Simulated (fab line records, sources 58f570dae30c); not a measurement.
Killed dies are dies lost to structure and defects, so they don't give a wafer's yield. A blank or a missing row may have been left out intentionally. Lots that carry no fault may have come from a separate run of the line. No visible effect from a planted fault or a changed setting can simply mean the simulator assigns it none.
Code-filled problem report in 8D (eight disciplines) form	flow berkeley-cmos170	the parts of the form that need people (team, actions taken, sign-off) are left out

## 1. PROBLEM STATEMENT
Wafers free of any fault read 0.0487 ohm/sq (standard deviation 0.00058) for M1_AL_RS at UCB170_M1_RS_MEAS_01, against a mean of 0.0415 ohm/sq on 6 wafers of 2 lots. Measured from the usual mean, that is -12 standard deviations.
The step: measures by four-point-probe.
Earliest sighting: wafer L963.1 on film-metro-04 at day 9 20:50. The record holds 42 wafers of 14 lots with a number at this step. Rule for "out", or "out of limits": more than 4 standard deviations from the usual mean. The rest of the wafers with a number are treated as sound.

## 2. WHAT THIS IS AND IS NOT
question	is	is not
which readings at this step	M1_AL_RS	-
which lots	L963, L967	L950, L952, L953, L954, L956, L957, L958, L960, L961, L969, L971, L972
which wafers of those lots	all that have a number	-
read on which gauges	film-metro-02, film-metro-04	film-metro-01
when	from day 9 20:50	up to then (27 sound wafers); but 9 sound wafers of L969, L971, L972 came after

## 3. WHAT RULES OUT EACH SUSPECT
Counting: a tool at any process step up to the reading remains a suspect when it ran all the lots that are out and ran no sound lot after the first of those.
- the gauge at UCB170_M1_RS_MEAS_01 has been ruled out. Those wafers that are out were read across 2 gauges (film-metro-02, film-metro-04).
- pvd-sputter-04 at UCB170_M1_SPUTTER_00 (material Al, target thk 600 nm, time 80 s): kept. It ran every lot that is out, first L963 (day 9 20:46), and no sound lot after that; its last sound lot up to then is L960 (day 9 19:02). Its own readings are out on those wafers: chamber-pressure-pa, throttle-valve-pct.
The count leaves pvd-sputter-04 at UCB170_M1_SPUTTER_00.

## 4. THE CAUSE (what the simulator had put in)
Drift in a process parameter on pvd-sputter-04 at UCB170_M1_SPUTTER_00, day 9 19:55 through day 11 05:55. From 0.5, the setting chamber-pressure-pa moved by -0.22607. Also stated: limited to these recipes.
This tool alone remained once counting was done.

## 5. SEQUENCE OF EFFECTS, ordered by route
Each row: a reading whose mean over the struck wafers that have a number lies more than 3 standard deviations from the usual. Readings are gone through only where the record gives a usual standard deviation; hours: the median, over the lots, of the time from a lot's start at the first step in this table giving one to that lot's start at this step; sigmas: the change measured in usual standard deviations.
hours	step	reading	usual	on struck wafers	change	sigmas
0	UCB170_M1_SPUTTER_00	chamber-pressure-pa	0.5000 Pa	0.2745	-0.2255	-99 or more
0	UCB170_M1_SPUTTER_00	throttle-valve-pct	30.1 %	40.3	+10.2	+11
0	UCB170_M1_RS_MEAS_01	M1_AL_RS	0.0487 ohm/sq	0.0415	-0.0072	-12
0	UCB170_M1_THK_MEAS_02	M1_AL_THK	602 nm	683	+81	+9.7
3	UCB170_M1_METAL_ETCH_12	oes-product-au	0.865 a.u.	0.935	+0.070	+4.7
Here are the process steps it includes:
- UCB170_M1_SPUTTER_00: material Al, target thk 600 nm, time 80 s.
- UCB170_M1_METAL_ETCH_12: etches Al in Cl2/BCl3, stops on PSG, target depth 780 nm, time 130 s.

## 6. WHAT WOULD HAVE CAUGHT IT SOONER
In this record the first reading out of limits at a measuring or inspecting step was taken at day 9 20:50, 1 hour after the fault began at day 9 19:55.
Tool's own readings at UCB170_M1_SPUTTER_00, chamber-pressure-pa, throttle-valve-pct: out on all struck wafers the step has rows for; an alarm limit on them would have tripped on the first.
Among the 2 lots that are out, L967 began UCB170_M1_SPUTTER_00 on pvd-sputter-04 after day 9 20:50. Had the tool been put on hold then, it would have been spared.
